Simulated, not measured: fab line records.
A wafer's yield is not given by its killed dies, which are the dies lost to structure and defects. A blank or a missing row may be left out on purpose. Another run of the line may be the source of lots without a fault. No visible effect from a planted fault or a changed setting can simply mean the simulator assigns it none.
fab line records + flow rit-cmos
record
- lots=15
- wafers=45
- last-day=7
route steps=202 shown FOX2@26 M1@202
lots untouched by any fault: they come from a run of this same line in which no faults occurred
start-h: hours from the record's opening day to when the first of the lot's shown wafers began + wait-h: hours from the lot's prior step to this one + " as in the row above + L1.1+2: a single row standing in for several wafers + - either no value or no given start + * or withheld: withheld + < > ~ a bound
route shown NAME@n: NAME is a module with steps in the file, n the number in the route of the first one + usual: mean/standard deviation of fault-free wafers + same: alike in all rows + chamber/n: place in a boat + sites: per-site readings + _std_site: standard deviation of those values + _edge_site: the outer-site mean with the inner-site mean subtracted + radius-mm: for every site, how far away it sits from the centre of the wafer + mask NAME#n: copy n + behind: tool/chamber where the wafer was last shaped + hold: cause of the lot's hold/its duration in hours/its outcome + device: the n, p or np transistor that did not switch + end of line: the route-end tests of the same wafers + step lacking rows: just its recipe + killed: dies that structure and defects cost at the first sort, which is not the same as the wafer's yield + map: a wafer's dies, marking killed ones x, the rest . and places with no die _
set.NAME: the setting that was run; set.NAME@STEP: the one run at that earlier step + model.NAME: the simulator's own value behind a step, which no gauge read
steps of the route over a sample of lots; a table a step, a row a wafer
services: the hour from which a tool's chamber was out of use, counted from the record's first day as start-h (under 0 if before that day), plus the number of hours and why
## steps
# step RIT_FOX2_WET_ETCH_03
# recipe
- chemistry=H3PO4
- target=Si3N4
- target-depth-nm=195
- temp-c=165
- time-s=2700
| lot.wafer  | tool         | chamber | start-h | wait-h |
|------------|--------------|---------|---------|--------|
| L501.1+3+4 | wet-bench-04 | 1       | 20.60   | 0.0    |
| L502.1+2+5 | wet-bench-04 | 0       | 25.81   | 0.0    |
| L503.1+3+5 | wet-bench-03 | 2       | 28.64   | 0.0    |
| L504.1+2+6 | wet-bench-04 | 1       | 33.57   | 0.0    |
| L506.2+3+6 | wet-bench-03 | 2       | 45.70   | 0.0    |
| L507.1+2+3 | wet-bench-04 | 2       | 49.59   | 0.0    |
| L508.1+3+5 | wet-bench-01 | 0       | 54.56   | 0.0    |
| L512.2+3+5 | wet-bench-04 | 2       | 73.43   | 0.0    |
| L513.2+4+5 | wet-bench-03 | 2       | 78.43   | 0.0    |
| L515.1+2+3 | wet-bench-03 | 2       | 88.95   | 0.0    |
| L516.1+2+3 | wet-bench-04 | 3       | 93.94   | 0.0    |
| L518.1+3+4 | wet-bench-01 | 3       | 104.20  | 0.0    |
| L522.2+4+5 | wet-bench-04 | 2       | 128.26  | 0.0    |
| L523.3+5+6 | wet-bench-04 | 2       | 131.14  | 0.0    |
| L524.1+5+6 | wet-bench-04 | 3       | 135.70  | 0.0    |
# step RIT_M1_PROBE_99
# usual
- killed_at_M0_to_M3=0.0/0.16
- killed-at-contacts=0.1/0.24
- killed-at-front-end=6.7/2.9
- killed-dies=6.8/2.9
- killed-on-rim=1.8/1.3
- killed-open=3.5/1.8
- killed-short=3.3/2.1
# same
- gross-dies=264
- killed_at_M4_up=0
- killed-at-back-side=0
- killed-at-other=0
| lot.wafer | tool      | chamber | start-h | wait-h | killed_at_M0_to_M3 | killed-at-contacts | killed-at-front-end | killed-dies | killed-on-rim | killed-open | killed-short |
|-----------|-----------|---------|---------|--------|--------------------|--------------------|---------------------|-------------|---------------|-------------|--------------|
| L501.1    | prober-02 | -       | 59.53   | 0.1    | 1                  | 0                  | 6                   | 7           | 2             | 3           | 4            |
| L501.3    | prober-02 | -       | 59.63   | 0.2    | 0                  | 0                  | 10                  | 10          | 3             | 3           | 7            |
| L501.4    | prober-02 | -       | 59.68   | 0.2    | 0                  | 0                  | 8                   | 8           | 2             | 2           | 6            |
| L502.1    | prober-01 | -       | 63.77   | 0.1    | 0                  | 0                  | 12                  | 12          | 4             | 7           | 5            |
| L502.2    | prober-01 | -       | 63.82   | 0.1    | 0                  | 0                  | 5                   | 5           | 1             | 2           | 3            |
| L502.5    | prober-01 | -       | 63.97   | 0.2    | 0                  | 0                  | 8                   | 8           | 2             | 3           | 5            |
| L503.1    | prober-02 | -       | 66.74   | 0.1    | 0                  | 0                  | 4                   | 4           | 2             | 0           | 4            |
| L503.3    | prober-02 | -       | 66.84   | 0.2    | 0                  | 0                  | 10                  | 10          | 4             | 6           | 3            |
| L503.5    | prober-02 | -       | 66.94   | 0.2    | 0                  | 0                  | 5                   | 5           | 1             | 0           | 4            |
| L504.1    | prober-01 | -       | 71.83   | 0.1    | 0                  | 0                  | 3                   | 3           | 0             | 2           | 1            |
| L504.2    | prober-01 | -       | 71.88   | 0.1    | 0                  | 0                  | 4                   | 4           | 2             | 4           | 0            |
| L504.6    | prober-01 | -       | 72.08   | 0.2    | 0                  | 0                  | 2                   | 2           | 1             | 2           | 0            |
| L506.2    | prober-01 | -       | 84.35   | 0.1    | 0                  | 0                  | 6                   | 6           | 2             | 4           | 2            |
| L506.3    | prober-01 | -       | 84.40   | 0.2    | 0                  | 0                  | 7                   | 7           | 2             | 5           | 2            |
| L506.6    | prober-01 | -       | 84.55   | 0.2    | 0                  | 0                  | 7                   | 7           | 2             | 5           | 2            |
| L507.1    | prober-02 | -       | 87.25   | 0.1    | 0                  | 0                  | 4                   | 4           | 1             | 3           | 1            |
| L507.2    | prober-02 | -       | 87.30   | 0.1    | 0                  | 0                  | 11                  | 11          | 2             | 3           | 8            |
| L507.3    | prober-02 | -       | 87.35   | 0.2    | 0                  | 0                  | 4                   | 4           | 1             | 1           | 3            |
| L508.1    | prober-01 | -       | 92.07   | 0.1    | 0                  | 0                  | 8                   | 8           | 2             | 2           | 6            |
| L508.3    | prober-01 | -       | 92.17   | 0.2    | 0                  | 0                  | 12                  | 12          | 4             | 6           | 6            |
| L508.5    | prober-01 | -       | 92.27   | 0.2    | 0                  | 0                  | 3                   | 3           | 2             | 2           | 1            |
| L512.2    | prober-01 | -       | 112.15  | 0.1    | 0                  | 0                  | 5                   | 5           | 3             | 4           | 1            |
| L512.3    | prober-01 | -       | 112.20  | 0.2    | 0                  | 0                  | 9                   | 9           | 2             | 4           | 5            |
| L512.5    | prober-01 | -       | 112.30  | 0.2    | 0                  | 0                  | 12                  | 12          | 2             | 8           | 4            |
| L513.2    | prober-02 | -       | 120.15  | 0.1    | 0                  | 0                  | 4                   | 4           | 1             | 1           | 3            |
| L513.4    | prober-02 | -       | 120.25  | 0.2    | 0                  | 0                  | 8                   | 8           | 1             | 4           | 4            |
| L513.5    | prober-02 | -       | 120.30  | 0.2    | 0                  | 0                  | 7                   | 7           | 2             | 6           | 1            |
| L515.1    | prober-02 | -       | 129.20  | 0.1    | 0                  | 0                  | 4                   | 4           | 0             | 2           | 2            |
| L515.2    | prober-02 | -       | 129.25  | 0.1    | 0                  | 0                  | 9                   | 9           | 2             | 3           | 6            |
| L515.3    | prober-02 | -       | 129.30  | 0.2    | 0                  | 0                  | 5                   | 5           | 1             | 3           | 2            |
| L516.1    | prober-01 | -       | 132.90  | 0.1    | 0                  | 0                  | 8                   | 8           | 2             | 5           | 3            |
| L516.2    | prober-01 | -       | 132.95  | 0.1    | 0                  | 0                  | 13                  | 13          | 2             | 8           | 5            |
| L516.3    | prober-01 | -       | 133.00  | 0.2    | 0                  | 0                  | 13                  | 13          | 5             | 6           | 7            |
| L518.1    | prober-01 | -       | 145.11  | 0.1    | 0                  | 0                  | 6                   | 6           | 2             | 2           | 4            |
| L518.3    | prober-01 | -       | 145.21  | 0.2    | 0                  | 0                  | 2                   | 2           | 0             | 2           | 0            |
| L518.4    | prober-01 | -       | 145.26  | 0.2    | 0                  | 0                  | 6                   | 6           | 3             | 5           | 1            |
| L522.2    | prober-02 | -       | 166.59  | 0.1    | 0                  | 0                  | 24                  | 24          | 9             | 4           | 1            |
| L522.4    | prober-02 | -       | 166.69  | 0.2    | 0                  | 0                  | 32                  | 32          | 11            | 5           | 7            |
| L522.5    | prober-02 | -       | 166.74  | 0.2    | 0                  | 0                  | 29                  | 29          | 10            | 4           | 5            |
| L523.3    | prober-02 | -       | 168.77  | 0.2    | 0                  | 1                  | 27                  | 28          | 9             | 3           | 5            |
| L523.5    | prober-02 | -       | 168.87  | 0.2    | 0                  | 0                  | 26                  | 26          | 8             | 4           | 2            |
| L523.6    | prober-02 | -       | 168.92  | 0.2    | 1                  | 0                  | 30                  | 31          | 8             | 4           | 4            |
| L524.1    | prober-01 | -       | 173.51  | 0.1    | 0                  | 0                  | 38                  | 38          | 3             | 4           | 4            |
| L524.5    | prober-01 | -       | 173.71  | 0.2    | 0                  | 0                  | 30                  | 30          | 2             | 1           | 3            |
| L524.6    | prober-01 | -       | 173.76  | 0.2    | 0                  | 0                  | 32                  | 32          | 0             | 3           | 1            |
# killed by level:class
L501.1 GATE:geometric-particle:short=2 FOX2:geometric-particle:short=1 FOX2:geometric-particle:open=1 GATE:geometric-particle:open=1 SILICIDE:geometric-particle:open=1 M1:geometric-particle:short=1
L501.3 GATE:geometric-particle:short=3 FOX1:geometric-particle:short=1 FOX2:geometric-particle:short=1 GATE:geometric-particle:open=1 REOX:geometric-particle:short=1 SPACER:geometric-particle:short=1 SPACER:geometric-particle:open=1 SILICIDE:geometric-particle:open=1
L501.4 GATE:geometric-particle:short=3 FOX2:geometric-particle:open=1 FOX2:geometric-particle:short=1 REOX:geometric-particle:short=1 SPACER:geometric-particle:short=1 SPACER:geometric-particle:open=1
L502.1 GATE:geometric-particle:open=4 GATE:geometric-particle:short=2 SPACER:geometric-particle:short=2 FOX1:geometric-particle:open=1 REOX:geometric-particle:open=1 SPACER:geometric-particle:open=1 SILICIDE:geometric-particle:short=1
L502.2 FOX1:geometric-particle:short=2 GATE:geometric-particle:open=1 REOX:geometric-particle:open=1 GATE:geometric-particle:short=1
L502.5 SPACER:geometric-particle:short=2 SILICIDE:geometric-particle:open=2 FOX1:geometric-particle:short=1 FOX2:geometric-particle:short=1 GATE:geometric-particle:short=1 REOX:geometric-particle:open=1
L503.1 GATE:geometric-particle:short=2 REOX:geometric-particle:short=1 SPACER:geometric-particle:short=1
L503.3 GATE:geometric-particle:open=4 FOX2:geometric-particle:short=1 GATE:geometric-particle:short=1 REOX:geometric-particle:open=1 REOX:geometric-particle:short=1 SILICIDE:geometric-particle:open=1 PWELL:coat-microbubble-printed=1
L503.5 FOX2:geometric-particle:short=2 REOX:geometric-particle:short=1 SILICIDE:geometric-particle:short=1 PWELL:coat-microbubble-printed=1
L504.1 GATE:geometric-particle:open=1 SPACER:geometric-particle:open=1 SILICIDE:geometric-particle:short=1
L504.2 GATE:geometric-particle:open=2 FOX1:geometric-particle:open=1 SILICIDE:geometric-particle:open=1
L504.6 SPACER:geometric-particle:open=1 SILICIDE:geometric-particle:open=1
L506.2 REOX:geometric-particle:open=2 SILICIDE:geometric-particle:open=2 FOX1:geometric-particle:short=1 GATE:geometric-particle:short=1
L506.3 REOX:geometric-particle:open=2 SILICIDE:geometric-particle:open=2 FOX1:geometric-particle:short=1 GATE:geometric-particle:short=1 SPACER:geometric-particle:open=1
L506.6 GATE:geometric-particle:open=3 FOX1:geometric-particle:short=1 FOX1:geometric-particle:open=1 REOX:geometric-particle:open=1 REOX:geometric-particle:short=1
L507.1 FOX2:geometric-particle:open=1 GATE:geometric-particle:short=1 GATE:geometric-particle:open=1 REOX:geometric-particle:open=1
L507.2 GATE:geometric-particle:short=5 GATE:geometric-particle:open=2 FOX1:geometric-particle:short=1 REOX:geometric-particle:short=1 REOX:geometric-particle:open=1 SILICIDE:geometric-particle:short=1
L507.3 FOX1:geometric-particle:short=1 GATE:geometric-particle:open=1 REOX:geometric-particle:short=1 SILICIDE:geometric-particle:short=1
L508.1 GATE:geometric-particle:short=3 REOX:geometric-particle:open=2 REOX:geometric-particle:short=1 SPACER:geometric-particle:short=1 SILICIDE:geometric-particle:short=1
L508.3 GATE:geometric-particle:short=4 GATE:geometric-particle:open=3 REOX:geometric-particle:open=2 FOX1:geometric-particle:open=1 FOX1:geometric-particle:short=1 SPACER:geometric-particle:short=1
L508.5 REOX:geometric-particle:open=1 SPACER:geometric-particle:short=1 SILICIDE:geometric-particle:open=1
L512.2 GATE:geometric-particle:open=2 REOX:geometric-particle:open=2 REOX:geometric-particle:short=1
L512.3 GATE:geometric-particle:open=3 GATE:geometric-particle:short=2 REOX:geometric-particle:short=1 SPACER:geometric-particle:open=1 SPACER:geometric-particle:short=1 SILICIDE:geometric-particle:short=1
L512.5 GATE:geometric-particle:open=4 GATE:geometric-particle:short=2 REOX:geometric-particle:open=2 SPACER:geometric-particle:open=2 REOX:geometric-particle:short=1 SILICIDE:geometric-particle:short=1
L513.2 GATE:geometric-particle:short=2 FOX2:geometric-particle:open=1 REOX:geometric-particle:short=1
L513.4 GATE:geometric-particle:open=3 FOX2:geometric-particle:open=1 FOX2:geometric-particle:short=1 GATE:geometric-particle:short=1 REOX:geometric-particle:short=1 SPACER:geometric-particle:short=1
L513.5 FOX2:geometric-particle:open=3 FOX1:geometric-particle:open=1 FOX2:geometric-particle:short=1 GATE:geometric-particle:open=1 REOX:geometric-particle:open=1
L515.1 GATE:geometric-particle:short=1 GATE:geometric-particle:open=1 REOX:geometric-particle:short=1 SPACER:geometric-particle:open=1
L515.2 REOX:geometric-particle:open=2 SPACER:geometric-particle:short=2 FOX1:geometric-particle:short=1 FOX2:geometric-particle:short=1 GATE:geometric-particle:short=1 REOX:geometric-particle:short=1 SILICIDE:geometric-particle:open=1
L515.3 GATE:geometric-particle:open=2 GATE:geometric-particle:short=1 REOX:geometric-particle:open=1 SPACER:geometric-particle:short=1
L516.1 REOX:geometric-particle:open=2 SILICIDE:geometric-particle:short=2 FOX1:geometric-particle:open=1 SPACER:geometric-particle:open=1 SPACER:geometric-particle:short=1 SILICIDE:geometric-particle:open=1
L516.2 GATE:geometric-particle:open=5 FOX1:geometric-particle:short=1 FOX2:geometric-particle:open=1 GATE:geometric-particle:short=1 REOX:geometric-particle:short=1 REOX:geometric-particle:open=1 SPACER:geometric-particle:short=1 SILICIDE:geometric-particle:open=1
L516.3 SPACER:geometric-particle:short=5 REOX:geometric-particle:open=2 SILICIDE:geometric-particle:open=2 FOX2:geometric-particle:open=1 GATE:geometric-particle:short=1 SPACER:geometric-particle:open=1 SILICIDE:geometric-particle:short=1
L518.1 GATE:geometric-particle:short=2 GATE:geometric-particle:open=1 SPACER:geometric-particle:open=1 SPACER:geometric-particle:short=1 SILICIDE:geometric-particle:short=1
L518.3 GATE:geometric-particle:open=2
L518.4 GATE:geometric-particle:open=3 SPACER:geometric-particle:open=2 GATE:geometric-particle:short=1
L522.2 FOX2:unspecified=19 SILICIDE:geometric-particle:open=2 FOX1:geometric-particle:open=1 REOX:geometric-particle:short=1 SPACER:geometric-particle:open=1
L522.4 FOX2:unspecified=20 GATE:geometric-particle:short=4 REOX:geometric-particle:open=3 FOX1:geometric-particle:short=2 FOX1:geometric-particle:open=1 GATE:geometric-particle:open=1 REOX:geometric-particle:short=1
L522.5 FOX2:unspecified=20 GATE:geometric-particle:open=3 GATE:geometric-particle:short=2 SILICIDE:geometric-particle:short=2 FOX1:geometric-particle:short=1 REOX:geometric-particle:open=1
L523.3 FOX2:unspecified=20 GATE:geometric-particle:short=3 GATE:geometric-particle:open=2 REOX:geometric-particle:open=1 SPACER:geometric-particle:short=1 CONTACT:geometric-particle:short=1
L523.5 FOX2:unspecified=20 GATE:geometric-particle:open=3 GATE:geometric-particle:short=1 SPACER:geometric-particle:short=1 SPACER:geometric-particle:open=1
L523.6 FOX2:unspecified=23 FOX1:geometric-particle:short=3 GATE:geometric-particle:open=2 GATE:geometric-particle:short=1 SPACER:geometric-particle:open=1 M1:geometric-particle:open=1
L524.1 FOX2:unspecified=30 GATE:geometric-particle:open=4 REOX:geometric-particle:short=2 GATE:geometric-particle:short=1 SPACER:geometric-particle:short=1
L524.5 FOX2:unspecified=26 FOX1:geometric-particle:short=1 GATE:geometric-particle:short=1 REOX:geometric-particle:open=1 REOX:geometric-particle:short=1
L524.6 FOX2:unspecified=28 FOX2:geometric-particle:open=1 GATE:geometric-particle:open=1 GATE:geometric-particle:short=1 REOX:geometric-particle:open=1
## services
| tool         | chamber | start-h | hours | kind   |
|--------------|---------|---------|-------|--------|
| wet-bench-04 | -       | 98.42   | 3.7   | repair |
## key
first-sign
- step=RIT_M1_PROBE_99
- reading=killed-at-front-end
- direction=up
- sigmas=8
- usual=6.7
- struck=29.8
effect
- step=RIT_M1_PROBE_99
- reading=killed-dies
- direction=up
- sigmas=8
- usual=6.8
- struck=30
met-at RIT_FOX2_WET_ETCH_03
struck-lots L522,L523,L524
tester-left-out L522,L523,L524
onset-between 93.94 128.26
also-fits time
fault
- kind=chamber-particle-source
- tool=wet-bench-04
- chamber=-
- onset-h=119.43
- steps=RIT_FOX2_WET_ETCH_03
- rate-per-visit-cm2=0.49682
- end-h=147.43
# tester-left-out: of these lots the tester's yield and bins aren't shown, on N5 and GAA mostly nor the transistor test; their killed dies are dies lost to structure and defects alone, not to doping, threshold or leakage, so they don't give the yield
